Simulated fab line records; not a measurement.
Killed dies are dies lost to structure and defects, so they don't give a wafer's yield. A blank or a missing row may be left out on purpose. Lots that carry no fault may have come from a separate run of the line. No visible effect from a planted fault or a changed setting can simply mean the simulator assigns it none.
Comparing a struck lot with a sound one | flow rit-cmos | 44 out of 202 route steps
Sound: wafers L670.1, L670.2, L670.6. Wafers L680.3, L680.5, L680.6 were the ones struck. The cause is named last.
At each step with rows: each side's tool, then ch and its chambers, then its first start. Under that, the readings that differ: sound wafers | struck wafers | difference of the means | sigmas: that difference in standard deviations of wafers without a fault.
alike: same words and numbers on both sides, and readings whose means sit less than 2 such deviations apart. not compared: any withheld reading, any reading some wafer has no value for, any bound like >300 that may hide the same value, and any number with overlapping values for which the record gives no deviation.
Wherever a step has rows on one side only, a row that says differs or no value, or a row with sigmas, the two part there. Non-overlapping numbers with no deviation appear without sigmas and do not part them. A reading missing from all wafers of one side parts the sides only when that side holds two or more wafers.

first, 3 steps without rows for these wafers: RIT_PRETRO_EXPOSE_03 (exposes mask M5, target cd 43700 nm); RIT_PRETRO_PEB_04; RIT_PRETRO_DEVELOP_05 (develop time 68 s).
RIT_PRETRO_OVL_MEAS_06:
  sound on overlay-01, day 2 07:22; struck on overlay-02, day 4 08:34
  alike: PRETRO_OVL
then, 2 steps without rows for these wafers: RIT_PRETRO_HARDBAKE_07 (time 120 s); RIT_PRETRO_IMPLANT_08.
RIT_PRETRO_STRIP_09: strips in O2, time 180 s.
  sound on plasma-asher-02 ch 0,1, day 2 07:49; struck on plasma-asher-04 ch 0,1, day 4 09:02
  alike: drypump-motor-current-A, rf-refl-power-W
  not compared: rf-hours-counter-h
RIT_PRETRO_TW_MEAS_10:
  sound on film-metro-03, day 2 07:59; struck on film-metro-01, day 4 09:11
  alike: PRETRO_TW
then, 4 steps without rows for these wafers: RIT_GATE_WET_ETCH_00 (etches SiO2 in BOE, target depth 56 nm, time 60 s); RIT_GATE_CLEAN_01 (cleans in SC1, time 600 s); RIT_GATE_CLEAN_02 (cleans in dHF, time 30 s); RIT_GATE_CLEAN_03 (cleans in SC2, time 600 s).
RIT_GATE_CLEAN_04: cleans in dHF, time 60 s.
  sound on wet-bench-01 ch 0, day 2 08:26; struck on wet-bench-02 ch 2, day 4 09:38
  reading          | sound    | struck      | difference | sigmas
  run-length-s (s) | 87 87 87 | 146 146 146 | +59        | +16
RIT_FOX2_THK_MEAS_91:
  sound on film-metro-01, day 2 08:28; struck on film-metro-03, day 4 09:41
  alike: FIELD_OXIDE_LEFT_2_THK
then, 2 steps without rows for these wafers: RIT_GATE_OXIDATION_05 (target thk 3 nm, ox time 270 s); RIT_GATE_ANNEAL_06 (time 600 s).
RIT_GATE_THK_MEAS_07:
  sound on film-metro-02, day 2 09:51; struck on film-metro-01, day 4 11:47
  alike: GATE_OXIDE_THK
then, 1 step without rows for these wafers: RIT_GATE_CVD_08 (deposits poly-Si from SiH4, target thk 250 nm, time 2220 s).
RIT_GATE_THK_MEAS_09:
  sound on film-metro-03, day 2 11:31; struck on film-metro-02, day 4 13:28
  alike: GATE_POLY_THK
then, 6 steps without rows for these wafers: RIT_GATE_HMDS_10 (prime time 60 s); RIT_GATE_COAT_11 (resist thk 850 nm); RIT_GATE_SOFTBAKE_12 (time 60 s); RIT_GATE_EXPOSE_13 (exposes mask M6, target cd 150 nm); RIT_GATE_PEB_14; RIT_GATE_DEVELOP_15 (develop time 50 s).
RIT_GATE_CD_MEAS_16: the cd target is 150 nm.
  sound on cd-sem-02, day 2 12:26; struck on cd-sem-02, day 4 14:32
  reading    | sound             | struck            | difference | sigmas
  cd-nm (nm) | 146.0 144.9 146.0 | 152.3 153.0 148.9 | +5.8       | +2
RIT_GATE_OVL_MEAS_17:
  sound on overlay-01, day 2 12:33; struck on overlay-02, day 4 14:37
  alike: GATE_OVL
then, 1 step without rows for these wafers: RIT_GATE_HARDBAKE_18 (time 60 s).
RIT_GATE_ETCH_19: etches poly-Si in SF6/CHF3/O2, stops on SiO2, time 165 s, target depth 312.5 nm.
  sound on rie-si-01 ch 2,3, day 2 12:44; struck on rie-si-01 ch 1,2,3, day 4 14:47
  alike: O2_flow_sccm, drypump-motor-current-A, oes-product-au, throttle-valve-pct
  not compared: rf-hours-counter-h
RIT_GATE_STRIP_20: strips in O2, time 180 s.
  sound on plasma-asher-01 ch 0,1, day 2 12:51; struck on plasma-asher-03 ch 0,1, day 4 14:58
  alike: drypump-motor-current-A, rf-refl-power-W
  not compared: rf-hours-counter-h
RIT_GATE_CD_MEAS_90: the cd target is 150 nm.
  sound on cd-sem-01, day 2 13:01; struck on cd-sem-02, day 4 15:07
  reading    | sound             | struck            | difference | sigmas
  cd-nm (nm) | 146.0 145.1 145.9 | 152.6 153.0 149.1 | +5.9       | +2
then, 4 steps without rows for these wafers: RIT_REOX_CLEAN_00 (cleans in SC1, time 600 s); RIT_REOX_CLEAN_01 (cleans in dHF, time 30 s); RIT_REOX_CLEAN_02 (cleans in SC2, time 600 s); RIT_REOX_OXIDATION_03 (target thk 25.2 nm, ox time 5580 s).
RIT_REOX_THK_MEAS_04:
  sound on film-metro-03, day 2 16:41; struck on film-metro-04, day 4 18:42
  alike: REOX_OXIDE_THK
then, 6 steps without rows for these wafers: RIT_NLDD_HMDS_00 (prime time 60 s); RIT_NLDD_COAT_01 (resist thk 1000 nm); RIT_NLDD_SOFTBAKE_02 (time 60 s); RIT_NLDD_EXPOSE_03 (exposes mask M7, target cd 40700 nm); RIT_NLDD_PEB_04; RIT_NLDD_DEVELOP_05 (develop time 50 s).
RIT_M1_METAL_ETCH_12: etches Al in Cl2/BCl3, stops on SiO2, time 165 s, target depth 600 nm.
  sound on rie-metal-04 ch 1, day 3 06:32; struck on rie-metal-01 ch 0,1, day 5 09:29
  reading             | sound          | struck         | difference | sigmas
  model.M1.cd-nm (nm) | 2599 2598 2597 | 2573 2573 2570 | -26        |
  alike: drypump-motor-current-A, oes-product-au, throttle-valve-pct
  not compared: rf-hours-counter-h
RIT_M1_PROBE_99:
  sound on prober-02, day 3 08:58; struck on prober-02, day 5 12:46
  reading                             | sound             | struck            | difference | sigmas
  model.etest.m1.width-nm (nm)        | 2602 2598 2599    | 2574 2574 2569    | -27        |
  model.etest.pmos-narrow.drive-ua-um | 100.2 101.8 102.4 | 108.6 107.5 106.5 | +6.1       |
  alike: killed_at_M0_to_M3, killed-at-front-end, killed-dies, killed-open, killed-short
  not compared: model.etest.pldd.width-nm, model.etest.nldd.width-nm

WHERE THEY PART
At RIT_GATE_CLEAN_04 first; at RIT_GATE_CD_MEAS_90 last (within this record only). Later steps at which nothing parts them and some readings are alike: RIT_REOX_THK_MEAS_04, RIT_M1_METAL_ETCH_12, RIT_M1_PROBE_99.

WHY: what the simulator had put in
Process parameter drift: wet-bench-02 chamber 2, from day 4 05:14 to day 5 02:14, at RIT_GATE_CLEAN_04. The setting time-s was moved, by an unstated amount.
